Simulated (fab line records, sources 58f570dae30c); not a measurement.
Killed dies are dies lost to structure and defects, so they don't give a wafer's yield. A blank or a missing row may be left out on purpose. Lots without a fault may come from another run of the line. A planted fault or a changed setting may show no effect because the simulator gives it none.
A struck lot beside a sound one | flow berkeley_cmos170 | 14 steps out of a route of 331
Sound: wafers L912.4, L912.5, L912.6. Struck: wafers L908.1, L908.3, L908.6. The cause comes at the end.
At each step with rows: each side's tool, then ch and its chambers, then its first start. Under that, the readings that differ: sound wafers | struck wafers | difference of the means | sigmas: that difference in standard deviations of wafers without a fault.
alike: readings whose means differ by less than 2 such deviations, and words and numbers that are the same on both sides. not compared: withheld readings, readings that some wafer has no value for, bounds like >300 that may hide the same value, and numbers for which the record gives no deviation and whose values overlap.
The two part at a step that has a row with sigmas, a row that says differs or no value, or rows on one side only. Numbers that don't overlap but have no deviation are shown without sigmas and don't part them. A reading that every wafer of one side lacks parts them only if that side has two wafers or more.

first, 2 steps without rows for these wafers: UCB170_ACTIVE_PEB_11; UCB170_ACTIVE_DEVELOP_12 (develop time 45 s).
UCB170_ACTIVE_CD_MEAS_13: target cd 1200 nm.
  sound on cd_sem-01, day 7 12:43; struck on cd_sem-02, day 6 10:50
  alike: cd_nm
UCB170_ACTIVE_OVL_MEAS_14:
  sound on overlay-01, day 7 12:48; struck on overlay-02, day 6 10:58
  alike: ACTIVE_OVL
UCB170_ACTIVE_ETCH_15: etches Si3N4 in CH3F/Ar/O2, stops on SiO2, target depth 242 nm, time 151 s.
  sound on rie_diel-02 ch 0,1,3, day 7 12:49; struck on rie_diel-03 ch 0,1, day 6 11:00
  alike: drypump_motor_current_A, oes_product_au, throttle_valve_pct
  not compared: rf_hours_counter_h
UCB170_ACTIVE_STRIP_16: strips in O2.
  sound on plasma_asher-02 ch 0,1, day 7 12:57; struck on plasma_asher-04 ch 0,1, day 6 11:06
  reading                     | sound       | struck      | difference | sigmas
  drypump_motor_current_A (A) | 6.1 6.2 5.9 | 5.2 5.0 5.2 | -0.9       | -2
  alike: oes_product_au, strip_time_to_endpoint_s
  not compared: rf_hours_counter_h
UCB170_ACTIVE_CD_MEAS_90: target cd 1200 nm.
  sound on cd_sem-02, day 7 13:05; struck on cd_sem-02, day 6 11:12
  alike: cd_nm
then, 5 steps without rows for these wafers: UCB170_ACTIVE_CLEAN_17 (cleans in SPM, time 600 s); UCB170_PFIELD_HMDS_00 (prime time 60 s); UCB170_PFIELD_COAT_01 (resist thk 900 nm); UCB170_PFIELD_SOFTBAKE_02 (time 60 s); UCB170_PFIELD_EXPOSE_03 (exposes mask PFIELD, target cd 1500 nm).
UCB170_PFIELD_PEB_04:
  sound on litho_track-04 ch 0, day 7 14:17; struck on litho_track-04, day 6 16:24
  no value came back on the struck wafers for chill_plate_temp_C (C), exhaust_pa (Pa); on the sound wafers chill_plate_temp_C (C) reads 22.91 22.81 22.97
then, 1 step without rows for these wafers: UCB170_PFIELD_DEVELOP_05 (develop time 45 s).

WHERE THEY PART
First at UCB170_ACTIVE_STRIP_16; last, within this record, at UCB170_PFIELD_PEB_04.

WHY: what the simulator had put in
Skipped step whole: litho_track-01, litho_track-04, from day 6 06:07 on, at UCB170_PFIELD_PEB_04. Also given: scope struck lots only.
